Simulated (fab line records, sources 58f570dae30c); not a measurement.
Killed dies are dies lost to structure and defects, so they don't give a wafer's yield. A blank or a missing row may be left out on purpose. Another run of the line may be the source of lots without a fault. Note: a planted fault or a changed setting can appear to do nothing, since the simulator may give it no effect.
fab line records | flow berkeley-cmos170
[record] lots = 14 | wafers = 42 | last-day = 11
route steps=331 shown V1@258 M2@285 V2@292
lots that met no fault: taken from a fault-free run of the same line
start-h: the number of hours between the record's first day and the start of the first shown wafer of the lot | wait-h: hours since the lot's step before | " the same as in the row above | L1.1+2: one row covering several wafers at once | - no value, or no start given | * or withheld: withheld | < > ~ a bound
route shown NAME@n: NAME is a module with steps in the file, n the number in the route of the first one | usual: the fault-free wafers' mean and standard deviation | same: alike in all rows | chamber/n: place in a boat | sites: the reading at each site | _std_site: the standard deviation of these | _edge_site: mean of outer sites minus mean of inner sites | radius-mm: for every site, how far away it sits from the centre of the wafer | mask NAME#n: copy n | behind: the most recent tool/chamber to have shaped the wafer | hold: why the lot was held/for how many hours/how that ended | device: whichever transistor did not switch (one of n, p or np) | end of line: the route-end tests of the same wafers | a step without rows: its recipe alone | killed: dies that structure and defects cost at the first sort, which is not the same as the wafer's yield | map: dies across one wafer; x = killed, . = not, _ = none there
set.NAME: the setting as run; set.NAME@STEP: as run at that earlier step | model.NAME: the simulator's own value behind a step, which no gauge read
route steps across a sampled set of lots; one table per step, one row per wafer
services: when a tool's chamber went out of use (start-h, in hours from the record's first day, below 0 if earlier), for how many hours, and the reason
[[steps]]
[step UCB170_V1_THK_MEAS_04]
[recipe] reads = SiO2_of_V1_CVD_00
[usual] V1_POLISHED_THK = 1000.0/1.1
lot.wafer | tool          | chamber | start-h | wait-h | V1_POLISHED_THK[nm]
L216.1    | film-metro-01 | -       | 167.69  | 0.1    | 998.1
L216.3    | "             | -       | "       | "      | 1000.1
L216.6    | "             | -       | "       | "      | 999.1
L215.2    | film-metro-03 | -       | 167.94  | 0.1    | 1000.6
L215.3    | "             | -       | "       | "      | 1001.2
L215.4    | "             | -       | "       | "      | 1002.5
L219.2    | film-metro-03 | -       | 177.30  | 0.1    | 1000.8
L219.3    | "             | -       | "       | "      | 1000.3
L219.6    | "             | -       | "       | "      | 1000.2
L221.2    | film-metro-01 | -       | 177.38  | 0.1    | 1000.5
L221.3    | "             | -       | "       | "      | 1000.6
L221.4    | "             | -       | "       | "      | 1000.3
L220.1    | film-metro-01 | -       | 180.67  | 0.1    | 1002.3
L220.5    | "             | -       | "       | "      | 999.5
L220.6    | "             | -       | "       | "      | 1000.7
L223.2    | film-metro-02 | -       | 190.36  | 0.1    | 998.3
L223.3    | "             | -       | "       | "      | 1000.0
L223.4    | "             | -       | "       | "      | 998.3
L222.1    | film-metro-01 | -       | 190.65  | 0.1    | 998.4
L222.4    | "             | -       | "       | "      | 998.9
L222.5    | "             | -       | "       | "      | 999.2
L225.1    | film-metro-03 | -       | 204.67  | 0.1    | 999.8
L225.4    | "             | -       | "       | "      | 1001.4
L225.6    | "             | -       | "       | "      | 1000.6
L226.1    | film-metro-01 | -       | 204.73  | 0.1    | 1001.7
L226.4    | "             | -       | "       | "      | 1001.0
L226.5    | "             | -       | "       | "      | 1002.1
L227.1    | film-metro-01 | -       | 220.99  | 0.1    | 999.5
L227.5    | "             | -       | "       | "      | 999.6
L227.6    | "             | -       | "       | "      | 1001.0
L229.1    | film-metro-03 | -       | 220.99  | 0.1    | 999.8
L229.2    | "             | -       | "       | "      | 1000.4
L229.6    | "             | -       | "       | "      | 999.8
L234.1    | film-metro-01 | -       | 255.39  | 0.1    | 999.4
L234.2    | "             | -       | "       | "      | 1001.0
L234.4    | "             | -       | "       | "      | 1001.7
L236.2    | film-metro-02 | -       | 255.40  | 0.1    | 997.8
L236.4    | "             | -       | "       | "      | 999.5
L236.6    | "             | -       | "       | "      | 997.6
L237.4    | film-metro-03 | -       | 255.72  | 0.1    | 998.9
L237.5    | "             | -       | "       | "      | 999.0
L237.6    | "             | -       | "       | "      | 1001.0
[step UCB170_M2_DEVELOP_14]
[recipe] developer = TMAH | develop-time-s = 45 | resist = KrF | dev-temp-c = 21
[usual] chill-plate-temp-C = 22.98/0.11 | develop-time-s = 45/0
lot.wafer | tool           | chamber | start-h | wait-h | chill-plate-temp-C | develop-time-s
L216.1    | litho-track-01 | 0       | 172     | -      | 22.87              | 45
L216.3    | "              | 0       | "       | "      | 23.04              | 45
L216.6    | "              | 0       | "       | "      | 22.97              | 45
L215.2    | litho-track-01 | 0       | 173     | -      | 23.00              | 45
L215.3    | "              | 0       | "       | "      | 22.95              | 45
L215.4    | "              | 0       | "       | "      | 23.05              | 45
L219.2    | litho-track-02 | 0       | 184     | -      | 23.04              | 45
L219.3    | "              | 0       | "       | "      | 23.15              | 45
L219.6    | "              | 0       | "       | "      | 23.04              | 45
L221.2    | litho-track-01 | 0       | 184     | -      | 23.08              | 45
L221.3    | "              | 0       | "       | "      | 22.99              | 45
L221.4    | "              | 0       | "       | "      | 23.05              | 45
L220.1    | litho-track-01 | 0       | 186     | -      | 23.06              | 45
L220.5    | "              | 0       | "       | "      | 23.23              | 45
L220.6    | "              | 0       | "       | "      | 23.00              | 45
L223.2    | litho-track-01 | 0       | 195     | -      | 22.81              | 45
L223.3    | "              | 0       | "       | "      | 22.83              | 45
L223.4    | "              | 0       | "       | "      | 22.84              | 45
L222.1    | litho-track-04 | 0       | 195     | -      | 22.95              | 45
L222.4    | "              | 0       | 196     | -      | 23.17              | 45
L222.5    | "              | 0       | "       | "      | 22.94              | 45
L225.1    | litho-track-02 | -       | 208     | -      | -                  | -
L225.4    | "              | -       | "       | "      | -                  | -
L225.6    | "              | -       | "       | "      | -                  | -
L226.1    | litho-track-01 | -       | 208     | -      | -                  | -
L226.4    | "              | -       | "       | "      | -                  | -
L226.5    | "              | -       | "       | "      | -                  | -
L227.1    | litho-track-01 | 0       | 224     | -      | 22.91              | 45
L227.5    | "              | 0       | "       | "      | 23.05              | 45
L227.6    | "              | 0       | "       | "      | 23.04              | 45
L229.1    | litho-track-02 | 0       | 225     | -      | 23.23              | 45
L229.2    | "              | 0       | "       | "      | 22.96              | 45
L229.6    | "              | 0       | "       | "      | 22.98              | 45
L236.2    | litho-track-04 | 0       | 259     | -      | 23.09              | 45
L236.4    | "              | 0       | "       | "      | 22.80              | 45
L236.6    | "              | 0       | "       | "      | 22.95              | 45
L234.1    | litho-track-02 | 0       | 259     | -      | 23.11              | 45
L234.2    | "              | 0       | "       | "      | 22.97              | 45
L234.4    | "              | 0       | "       | "      | 23.06              | 45
L237.4    | litho-track-01 | 0       | 260     | -      | 22.93              | 45
L237.5    | "              | 0       | "       | "      | 22.89              | 45
L237.6    | "              | 0       | "       | "      | 23.00              | 45
[step UCB170_M2_CD_MEAS_15]
[recipe] target-cd-nm = 700
[usual] cd-nm = 700.0/1.2
lot.wafer | tool      | chamber | start-h | wait-h | cd-nm
L216.1    | cd-sem-01 | -       | 172.58  | -      | 700.3
L216.3    | "         | -       | "       | "      | 701.3
L216.6    | "         | -       | "       | "      | 701.5
L215.2    | cd-sem-02 | -       | 173.16  | -      | 699.7
L215.3    | "         | -       | "       | "      | 701.6
L215.4    | "         | -       | "       | "      | 701.1
L219.2    | cd-sem-02 | -       | 184.91  | -      | 699.8
L219.3    | "         | -       | "       | "      | 699.8
L219.6    | "         | -       | "       | "      | 700.1
L221.2    | cd-sem-01 | -       | 185.02  | -      | 700.8
L221.3    | "         | -       | "       | "      | 700.5
L221.4    | "         | -       | "       | "      | 700.8
L220.1    | cd-sem-02 | -       | 186.57  | -      | 700.6
L220.5    | "         | -       | "       | "      | 700.4
L220.6    | "         | -       | "       | "      | 700.9
L223.2    | cd-sem-01 | -       | 195.98  | -      | 700.1
L223.3    | "         | -       | "       | "      | 698.5
L223.4    | "         | -       | "       | "      | 699.4
L222.1    | cd-sem-02 | -       | 196.11  | -      | 700.4
L222.4    | "         | -       | "       | "      | 700.6
L222.5    | "         | -       | "       | "      | 699.6
L225.1    | cd-sem-02 | -       | 208.34  | -      | -
L225.4    | "         | -       | "       | "      | -
L225.6    | "         | -       | "       | "      | -
L226.1    | cd-sem-02 | -       | 208.86  | -      | -
L226.4    | "         | -       | "       | "      | -
L226.5    | "         | -       | "       | "      | -
L227.1    | cd-sem-01 | -       | 224.87  | -      | 701.9
L227.5    | "         | -       | "       | "      | 701.1
L227.6    | "         | -       | "       | "      | 700.0
L229.1    | cd-sem-02 | -       | 225.39  | -      | 697.7
L229.2    | "         | -       | "       | "      | 697.7
L229.6    | "         | -       | "       | "      | 698.7
L236.2    | cd-sem-02 | -       | 259.34  | -      | 700.0
L236.4    | "         | -       | "       | "      | 698.9
L236.6    | "         | -       | "       | "      | 697.2
L234.1    | cd-sem-01 | -       | 259.88  | -      | 701.4
L234.2    | "         | -       | "       | "      | 699.4
L234.4    | "         | -       | "       | "      | 701.1
L237.4    | cd-sem-01 | -       | 260.22  | -      | 700.4
L237.5    | "         | -       | "       | "      | 701.0
L237.6    | "         | -       | "       | "      | 700.5
[step UCB170_V2_CVD_00]
[recipe] material = SiO2 | target-thk-nm = 2000 | temp-c = 390 | precursor = TEOS/O2 | time-s = 250 | rf-w = 550 | pressure-mtorr = 9000
[usual] heater-power-w = 244/46
[same] time-s = 250
lot.wafer | tool     | chamber | start-h | wait-h | heater-power-w
L216.1    | pecvd-04 | 0       | 173.18  | 0.1    | 276
L216.3    | "        | 1       | "       | "      | 208
L216.6    | "        | 1       | "       | "      | 256
L215.2    | pecvd-01 | 1       | 173.74  | 0.1    | 313
L215.3    | "        | 0       | "       | "      | 205
L215.4    | "        | 2       | "       | "      | 252
L219.2    | pecvd-01 | 1       | 185.50  | 0.1    | 271
L219.3    | "        | 0       | "       | "      | 274
L219.6    | "        | 2       | "       | "      | 335
L221.2    | pecvd-04 | 1       | 185.67  | 0.1    | 202
L221.3    | "        | 0       | "       | "      | 300
L221.4    | "        | 2       | "       | "      | 287
L220.1    | pecvd-01 | 1       | 187.18  | 0.1    | 310
L220.5    | "        | 2       | "       | "      | 266
L220.6    | "        | 0       | "       | "      | 188
L223.2    | pecvd-01 | 0       | 196.56  | 0.1    | 251
L223.3    | "        | 1       | "       | "      | 292
L223.4    | "        | 2       | "       | "      | 262
L222.1    | pecvd-02 | 1       | 196.71  | 0.1    | 232
L222.4    | "        | 1       | "       | "      | 166
L222.5    | "        | 0       | "       | "      | 190
L227.1    | pecvd-04 | 1       | 225.54  | 0.1    | 256
L227.5    | "        | 1       | "       | "      | 181
L227.6    | "        | 2       | "       | "      | 196
L229.1    | pecvd-02 | 2       | 226.00  | 0.1    | 280
L229.2    | "        | 0       | "       | "      | 216
L229.6    | "        | 1       | "       | "      | 233
L236.2    | pecvd-02 | 0       | 259.92  | 0.1    | 266
L236.4    | "        | 0       | "       | "      | 201
L236.6    | "        | 2       | "       | "      | 195
L234.1    | pecvd-01 | 2       | 260.49  | 0.1    | 337
L234.2    | "        | 1       | "       | "      | 305
L234.4    | "        | 2       | "       | "      | 258
L237.4    | pecvd-04 | 0       | 260.84  | 0.1    | 203
L237.5    | "        | 1       | "       | "      | 178
L237.6    | "        | 2       | "       | "      | 204
[[services]]
tool     | chamber | start-h | hours | kind
pecvd-01 | 0       | 149.50  | -     | clean
pecvd-01 | 1       | 149.50  | -     | clean
pecvd-01 | 2       | 149.50  | -     | clean
pecvd-04 | 0       | 151.83  | 5.0   | repair
pecvd-02 | 1       | 175.72  | 2.5   | repair
pecvd-01 | 0       | 227.09  | 3.9   | repair
pecvd-04 | -       | 234.66  | 1.1   | repair
pecvd-04 | 1       | 241.15  | 8.3   | repair
pecvd-02 | -       | 242.50  | 14.0  | pm
pecvd-02 | 0       | 242.50  | 14.0  | vent-cycle
pecvd-02 | 1       | 242.50  | 14.0  | vent-cycle
pecvd-02 | 2       | 242.50  | 14.0  | vent-cycle
pecvd-02 | 0       | 256.50  | -     | clean
pecvd-02 | 1       | 256.50  | -     | clean
pecvd-02 | 2       | 256.50  | -     | clean
[[key]]
[first-sign] step = UCB170_M2_DEVELOP_14 | reading = tool-record | direction = missing
effect none on later readings
met-at UCB170_M2_DEVELOP_14
struck-lots L225,L226
later-rows-left-out L225.1,L225.4,L225.6,L226.1,L226.4,L226.5
sort-left-out L225.1,L225.4,L225.6,L226.1,L226.4,L226.5
not-acting-at UCB170_V1_THK_MEAS_04,UCB170_M2_CD_MEAS_15,UCB170_V2_CVD_00
onset-between 195 208
[fault] kind = skipped-step-whole | tool = litho-track-01,litho-track-02 | chamber = - | onset-h = 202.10 | steps = UCB170_M2_DEVELOP_14 | scope = struck-lots-only
// sort-left-out: the simulated sort isn't trusted on such a fault, so these wafers' sort isn't shown, and their yield isn't known
// later-rows-left-out: the simulator's readings of these wafers behind a module that went badly wrong aren't trusted and aren't shown, but for the sort
